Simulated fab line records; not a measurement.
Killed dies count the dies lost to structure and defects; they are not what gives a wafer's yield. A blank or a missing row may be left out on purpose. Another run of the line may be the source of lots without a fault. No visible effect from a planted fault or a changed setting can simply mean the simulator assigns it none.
A struck lot beside a sound one :: flow rit cmos :: 23 steps out of a route of 202
Sound: these wafers, L415.2, L415.3, L415.5. Struck: wafers L422.1, L422.3, L422.5. The cause is given at the end.
For every step that has rows: the tool of each side, followed by ch and its chambers, followed by its first start. Under that, the readings that differ: sound wafers :: struck wafers :: difference of the means :: sigmas: that difference in standard deviations of wafers without a fault.
alike: readings whose means differ by less than 2 such deviations, and words and numbers that are the same on both sides. not compared: withheld readings, readings that some wafer has no value for, bounds like >300 that may hide the same value, and numbers for which the record gives no deviation and whose values overlap.
A row with sigmas, a row that says differs or no value, or rows on one side alone: a step with any of these is where the two part. Numbers that don't overlap but have no deviation are shown without sigmas and don't part them. Lack of a reading on every wafer of one side parts them only where that side has two or more wafers.

RIT_SDANNEAL_RS_MEAS_06: uses a four-point probe to measure.
  struck on film metro-03, day 5 19:53; sound on film metro-02, day 4 07:00
  alike: PLDD_RS
RIT_SDANNEAL_RS_MEAS_07: uses a four-point probe to measure.
  struck on film metro-03, day 5 20:00; sound on film metro-02, day 4 07:07
  alike: NLDD_RS
then, 1 step without rows for these wafers: RIT_SILICIDE_WET_ETCH_00 (etches SiO2 in BOE, target depth 14 nm, time 15 s).
RIT_SILICIDE_SPUTTER_01: material Ti, target thk 30 nm, time 240 s.
  struck on pvd sputter-02, day 5 20:08; sound on pvd sputter-02, day 4 07:14
  alike: throttle valve pct
RIT_SILICIDE_RS_MEAS_02: uses a four-point probe to measure.
  struck on film metro-04, day 5 20:17; sound on film metro-04, day 4 07:25
  alike: SILICIDE_TI_RS
RIT_SILICIDE_THK_MEAS_03: measures by xrf.
  struck on film metro-04, day 5 20:25; sound on film metro-04, day 4 07:31
  alike: SILICIDE_TI_THK
RIT_SILICIDE_RTA_04: time 10 s, ramp up 5 s, ramp down 5 s.
  sound on rtp anneal-02 ch 0, day 4 07:35; struck on rtp anneal-01 ch 0, day 5 20:28
  alike: wafer_temp_C_max
then, 1 step without rows for these wafers: RIT_SILICIDE_WET_ETCH_05 (etches Ti in SPM, time 120 s).
RIT_SILICIDE_RTA_06: time 10 s, ramp up 5 s, ramp down 10 s.
  sound on rtp anneal-01 ch 0, day 4 07:41; struck on rtp anneal-02 ch 0, day 5 20:35
  alike: wafer_temp_C_max
RIT_CONTACT_CVD_00: deposits SiO2 from TEOS, target thk 400 nm, time 61 s.
  sound on pecvd-02 ch 0,1,2, day 4 07:44; struck on pecvd-04 ch 0,1,2, day 5 20:38
  alike: heater power w
RIT_CONTACT_THK_MEAS_01:
  struck on film metro-02, day 5 20:41; sound on film metro-03, day 4 07:48
  alike: CONTACT_TEOS_THK
then, 1 step without rows for these wafers: RIT_CONTACT_HMDS_02 (prime time 60 s).
RIT_CONTACT_COAT_03: resist thk 1000 nm.
  sound on litho track-04 ch 0, day 4 08:02; struck on litho track-04 ch 0, day 5 20:54
reading: model.NOVOLAK_of_CONTACT_COAT_03.thk nm (nm)
sound: 1003 1001 1002
struck: 1023 1023 1020
difference: +20
sigmas: 
then, 4 steps without rows for these wafers: RIT_CONTACT_SOFTBAKE_04 (time 60 s); RIT_CONTACT_EXPOSE_05 (exposes mask M11, target cd 1000 nm); RIT_CONTACT_PEB_06; RIT_CONTACT_DEVELOP_07 (develop time 123.9 s).
RIT_CONTACT_CD_MEAS_08: target cd 1000 nm.
  struck on cd sem-01, day 5 21:50; sound on cd sem-02, day 4 08:50
  alike: cd nm
RIT_CONTACT_OVL_MEAS_09:
  struck on overlay-02, day 5 21:58; sound on overlay-02, day 4 08:56
  alike: CONTACT_OVL
then, 1 step without rows for these wafers: RIT_CONTACT_HARDBAKE_10 (time 60 s).
RIT_CONTACT_ETCH_11: etches SiO2 in CHF3/CF4/Ar, stops on TiSi2, target depth 480 nm, time 320 s.
  sound on rie diel-03 ch 0,1,2, day 4 09:07; struck on rie diel-01 ch 0,1, day 5 22:09
reading: model.NOVOLAK_of_CONTACT_COAT_03.thk nm (nm)
sound: 771.7 769.7 770.6
struck: 791 791.7 788.8
difference: +20
sigmas: 
  alike: CHF3_flow_sccm, drypump motor current A, oes product au, throttle valve pct
  not compared: rf hours counter h
RIT_CONTACT_STRIP_12: strips in O2, time 180 s.
  sound on plasma asher-01 ch 0,1, day 4 09:19; struck on plasma asher-03 ch 0,1, day 5 22:20
  alike: drypump motor current A
  not compared: rf hours counter h
RIT_M1_PROBE_99:
  rows exist in the record for the struck wafers here (prober-01, day 6 03:08), but not for the sound ones

WHERE THEY PART
Only at RIT_M1_PROBE_99, as far as this record shows.

WHY: what the simulator had put in
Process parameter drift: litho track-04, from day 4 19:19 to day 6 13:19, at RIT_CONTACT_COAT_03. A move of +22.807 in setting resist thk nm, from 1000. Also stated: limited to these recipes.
